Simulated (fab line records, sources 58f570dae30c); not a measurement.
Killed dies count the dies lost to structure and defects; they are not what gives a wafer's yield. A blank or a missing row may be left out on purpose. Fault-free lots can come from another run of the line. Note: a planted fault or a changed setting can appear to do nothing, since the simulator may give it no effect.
Lot-split experiment + flow berkeley-cmos170 + 23 wafers read from 5 lots, route of 331 steps

THE SPLIT ITSELF
At UCB170_NVT_COAT_01 (resist thk 900 nm), the setting spin-rpm was moved away from the recipe's 1500 rpm on 9 of the 23 wafers read, by -2.0% to +7.1%. The other wafers ran this setting at the recipe's value.

The split's own step is where the reading is taken.

THE READING
KrF_of_NVT_COAT_01.thk-nm (the simulator's own value, which no gauge read), in nm, at UCB170_NVT_COAT_01 (resist thk 900 nm). The file gives no usual value for it. The 14 wafers here that ran the recipe average 899.6 nm, standard deviation 2.1 nm.

| wafer  | tool, chamber at the split | spin-rpm as run, rpm | against the recipe | KrF_of_NVT_COAT_01.thk-nm, nm | against lot-mates on the recipe |
|--------|----------------------------|----------------------|--------------------|-------------------------------|---------------------------------|
| L075.1 | litho-track-01, 0          | 1470                 | -2.0%              | 910.5                         | +9.2                            |
| L075.2 | litho-track-01, 0          | 1500                 | recipe             | 901.3                         | -                               |
| L075.3 | litho-track-01, 0          | 1470                 | -2.0%              | 911.1                         | +9.8                            |
| L075.4 | litho-track-01, 0          | 1500                 | recipe             | 901.9                         | -                               |
| L075.5 | litho-track-01, 0          | 1500                 | recipe             | 900.6                         | -                               |
| L079.2 | litho-track-02, 0          | 1500                 | recipe             | 897.5                         | -                               |
| L079.3 | litho-track-02, 0          | 1500                 | recipe             | 895.9                         | -                               |
| L079.4 | litho-track-02, 0          | 1585                 | +5.7%              | 869.8                         | -27.1                           |
| L079.5 | litho-track-02, 0          | 1585                 | +5.7%              | 870.7                         | -26.2                           |
| L079.6 | litho-track-02, 0          | 1500                 | recipe             | 897.2                         | -                               |
| L082.1 | litho-track-02, 0          | 1607                 | +7.1%              | 872.2                         | -28.8                           |
| L082.2 | litho-track-02, 0          | 1500                 | recipe             | 900                           | -                               |
| L082.4 | litho-track-02, 0          | 1607                 | +7.1%              | 869.9                         | -31.1                           |
| L082.5 | litho-track-02, 0          | 1607                 | +7.1%              | 871.5                         | -29.5                           |
| L082.6 | litho-track-02, 0          | 1500                 | recipe             | 901.9                         | -                               |
| L083.1 | litho-track-01, 0          | 1500                 | recipe             | 897.5                         | -                               |
| L083.2 | litho-track-01, 0          | 1500                 | recipe             | 898.5                         | -                               |
| L083.3 | litho-track-01, 0          | 1597                 | +6.5%              | 872.7                         | -25.1                           |
| L083.4 | litho-track-01, 0          | 1500                 | recipe             | 897.4                         | -                               |
| L083.6 | litho-track-01, 0          | 1597                 | +6.5%              | 868.5                         | -29.3                           |
| L084.1 | litho-track-04, 0          | 1500                 | recipe             | 902                           | -                               |
| L084.2 | litho-track-04, 0          | 1500                 | recipe             | 902.5                         | -                               |
| L084.5 | litho-track-04, 0          | 1500                 | recipe             | 900.3                         | -                               |

FIT RESULTS
A straight line over all 23 wafers: KrF_of_NVT_COAT_01.thk-nm changes by -4.44 nm for each +1% of spin-rpm; r = -0.98; the points scatter about the line by 2.7 nm.
The same after taking each lot's own level away (the mean of its wafers on the recipe; 23 wafers): -4.32 nm for each +1%; r = -1.00; scatter 1.3 nm.
On that fit, the largest move of spin-rpm shifts the reading by 31 nm.
From 896.87 to 901.60 nm: that is the span of the lots' own levels, equal to 2.2 times the standard deviation above.
The two slopes agree, so the slope changes little with the lot-to-lot level.
Check: -31.1 nm against its lot-mates is what the line predicts for one of the wafers moved furthest among these (+7.1%) when that wafer is left out of the fit. Against them it came out at -28.8 nm.

THE OTHER SPLITS THESE WAFERS WENT THROUGH
These wafers also went through other splits before the reading. Each is held against what the fit with the lots' levels taken away leaves over:
| other split on the same wafers         | wafers away from the commonest value | r with KrF_of_NVT_COAT_01.thk-nm (lot level and that fit taken away) |
|----------------------------------------|--------------------------------------|----------------------------------------------------------------------|
| UCB170_NWELL_CVD_04 temp-c             | 10                                   | +0.32                                                                |
| UCB170_NWELL_IMPLANT_14 dose-cm2       | 12                                   | +0.17                                                                |
| UCB170_ACTIVE_COAT_08 spin-rpm         | 6                                    | +0.16                                                                |
| UCB170_ACTIVE_PEB_11 peb-temp-c        | 4                                    | -0.24                                                                |
| UCB170_SCREENOX_OXIDATION_01 ox-time-s | 15                                   | +0.03                                                                |

THE WHOLE CHAIN: every reading that the file lists as answering this split, in the file's order
| step                | what it does      | reading                                                                    | change (the file's fit)              | r (the file's) |
|---------------------|-------------------|----------------------------------------------------------------------------|--------------------------------------|----------------|
| UCB170_NVT_COAT_01  | resist thk 900 nm | KrF_of_NVT_COAT_01.thk-nm (the simulator's own value, which no gauge read) | -4.33 nm for each +1% of the setting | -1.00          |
| UCB170_NVT_STRIP_08 | strips in O2      | strip-time-to-endpoint-s                                                   | withheld for each +1% of the setting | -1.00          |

FILE'S OWN FIT
KrF_of_NVT_COAT_01.thk-nm changes by -4.33 nm for each +1% of spin-rpm, r = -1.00.
